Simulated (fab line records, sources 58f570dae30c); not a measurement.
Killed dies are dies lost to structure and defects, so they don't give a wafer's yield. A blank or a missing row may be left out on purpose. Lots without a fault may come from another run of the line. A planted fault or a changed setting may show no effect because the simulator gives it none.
Problem report in the 8D (eight disciplines) form, filled by code | flow berkeley_cmos170 | the parts of the form that need people (team, actions taken, sign-off) are left out

1. THE PROBLEM
M3_AL_RS at UCB170_M3_RS_MEAS_02 reads a mean of 0.0422 ohm/sq on 3 wafers of 2 lots; wafers without a fault read 0.0323 ohm/sq with a standard deviation of 0.00034. That is +29 standard deviations from the usual mean.
The step: measures by four-point-probe.
First seen on wafer L946.2, day 11 22:43, on film_metro-04. The record holds 42 wafers of 14 lots with a number at this step. Rule for "out", or "out of limits": more than 4 standard deviations from the usual mean. The other wafers with a number count as sound.

2. WHAT IT IS AND WHAT IT IS NOT
question                    | is                     | is not
which readings at this step | M3_AL_RS               | -
which lots                  | L946, L948             | L930, L931, L932, L933, L934, L935, L936, L937, L938, L939, L940, L941
which wafers of those lots  | L946.2, L948.4, L948.5 | L946.1, L946.3, L948.3
read on which gauges        | film_metro-04          | film_metro-01, film_metro-03
when                        | from day 11 22:43      | up to then (38 sound wafers); but 1 sound wafer of L948 came after

3. SUSPECTS, AND WHAT RULES EACH OUT
Counting: a tool at a process step up to the reading stays a suspect if it ran every lot that is out. Sound lots after the first of them don't rule it out here, since some wafers of a struck lot are sound.
- the gauge at UCB170_M3_RS_MEAS_02: ruled out. All the wafers that are out were read on film_metro-04, but those of them that UCB170_M3_METAL_ETCH_18 has rows for are out there too, on other tools.
- pvd_sputter-03 at UCB170_M3_SPUTTER_01 (material Al, target thk 900 nm, time 120 s): kept. It ran every lot that is out, first L946 (day 11 22:38); its last sound lot up to then is L940 (day 10 13:18).
Left after counting: pvd_sputter-03 at UCB170_M3_SPUTTER_01.

4. THE CAUSE (what the simulator had put in)
Process parameter drift: pvd_sputter-03, from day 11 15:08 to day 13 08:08, at UCB170_M3_SPUTTER_01. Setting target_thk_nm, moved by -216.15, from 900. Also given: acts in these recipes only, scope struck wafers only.
Counting left only this tool.

5. THE CHAIN OF EFFECTS, in route order
Each row: a reading whose mean over the struck wafers that have a number lies more than 3 standard deviations from the usual. Only readings for which the record gives a usual standard deviation are gone through. hours: the time from each lot's start at the first step in this table that gives one to its start at this step, as a median over the lots. sigmas: the change in usual standard deviations.
hours | step                    | reading        | usual         | on struck wafers | change  | sigmas
0     | UCB170_M3_RS_MEAS_02    | M3_AL_RS       | 0.0323 ohm/sq | 0.0422           | +0.0099 | +29
3     | UCB170_M3_THK_MEAS_03   | M3_AL_THK      | 909 nm        | 697              | -212    | -19
7     | UCB170_M3_METAL_ETCH_18 | oes_product_au | 0.847 a.u.    | 0.744            | -0.103  | -9.4
The process steps in it:
- UCB170_M3_METAL_ETCH_18: etches Al in Cl2/BCl3, stops on SiO2, target depth 1170 nm, time 195 s.

6. WHAT WOULD HAVE CAUGHT IT SOONER
In this record the first reading out of limits at a measuring or inspecting step was taken at day 11 22:43, 8 hours after the fault began at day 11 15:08.
Of the tool readings at UCB170_M3_SPUTTER_01 for which the record gives a usual standard deviation, none was out on any struck wafer, so an alarm limit of 4 standard deviations on them would not have fired.
Of the lots that are out (2), L948 began UCB170_M3_SPUTTER_01 on pvd_sputter-03 after day 11 22:43. A hold on the tool at that time would have spared it.
